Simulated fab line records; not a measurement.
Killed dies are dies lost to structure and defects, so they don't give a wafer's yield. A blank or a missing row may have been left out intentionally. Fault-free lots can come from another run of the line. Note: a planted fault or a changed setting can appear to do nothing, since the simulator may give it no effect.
The same fault as seen by 2 desks / flow berkeley-cmos170 / each desk has only its own numbers; what lay behind them comes last

## FOR THE TOOL OWNER'S DESK: pvd-sputter-02
The tool's own readings at UCB170_M3_SPUTTER_01 (material Al, target thk 900 nm, time 120 s): means of the sampled wafers that have a number, for each lot that ran on this tool. Any lot whose mean is over 4 standard deviations away from the usual mean is out of limits and marked OUT; that distance is given in the brackets.
Columns: A = cathode-dc-power-W at UCB170_M3_SPUTTER_01, usual 6000.1 W; B = throttle-valve-pct at UCB170_M3_SPUTTER_01, usual 30.2 %
lot=L567; first seen here=day 8 00:03; A=5999.5; B=31.1
lot=L570; first seen here=day 8 21:22; A=5999.1; B=31.4
lot=L579; first seen here=day 10 02:16; A=6000.1; B=31.0
lot=L588; first seen here=day 12 01:13; A=4914.9 (-99 or more) OUT; B=30.6
This desk finds L588 out of limits, L588 being first, at day 12 01:13 (cathode-dc-power-W at UCB170_M3_SPUTTER_01). In limits: L567, L570, L579.

## FROM THE METROLOGY DESK
What the gauges read for every lot (on any tool): the sampled wafers with a number, averaged. Any lot whose mean is over 4 standard deviations away from the usual mean is out of limits and marked OUT; that distance is given in the brackets.
Columns: A = M3_AL_RS at UCB170_M3_RS_MEAS_02, usual 0.0320 ohm/sq; B = M3_AL_THK at UCB170_M3_THK_MEAS_03, usual 900 nm
lot=L567; first seen here=day 8 00:11; A=0.0318; B=903
lot=L568; first seen here=day 8 01:05; A=0.0325; B=894
lot=L569; first seen here=day 8 10:53; A=0.0319; B=900
lot=L571; first seen here=day 8 20:55; A=0.0324; B=897
lot=L570; first seen here=day 8 21:28; A=0.0323; B=890
lot=L573; first seen here=day 8 21:43; A=0.0321; B=903
lot=L572; first seen here=day 8 21:58; A=0.0318; B=912
lot=L575; first seen here=day 9 19:13; A=0.0321; B=898
lot=L578; first seen here=day 10 02:07; A=0.0325; B=886
lot=L579; first seen here=day 10 02:22; A=0.0316; B=918
lot=L584; first seen here=day 11 10:23; A=0.0318; B=900
lot=L588; first seen here=day 12 01:17; A=0.0460 (+45) OUT; B=728 (-20) OUT
lot=L590; first seen here=day 12 01:34; A=0.0318; B=909
Per this desk, out of limits: L588; the first was L588, day 12 01:17 (M3_AL_RS at UCB170_M3_RS_MEAS_02). In limits: L567, L568, L569, L571, L570, L573, L572, L575, L578, L579, L584, L590.

## BROUGHT TOGETHER
The tool owner's desk had the chance to raise an alarm at day 12 01:13 on L588.
The metrology desk could have raised an alarm at day 12 01:17, on L588.
The lots listed all ran UCB170_M3_SPUTTER_01 on pvd-sputter-02.

## WHAT HAD BEEN PUT IN BY THE SIMULATOR
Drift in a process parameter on pvd-sputter-02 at UCB170_M3_SPUTTER_01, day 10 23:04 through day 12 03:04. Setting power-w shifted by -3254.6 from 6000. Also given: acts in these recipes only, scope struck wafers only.
Shown lots that were struck: L588.
Counting hours from when the fault started, the first reading out of limits came at 26 for the tool owner's desk and at 26 for the metrology desk.
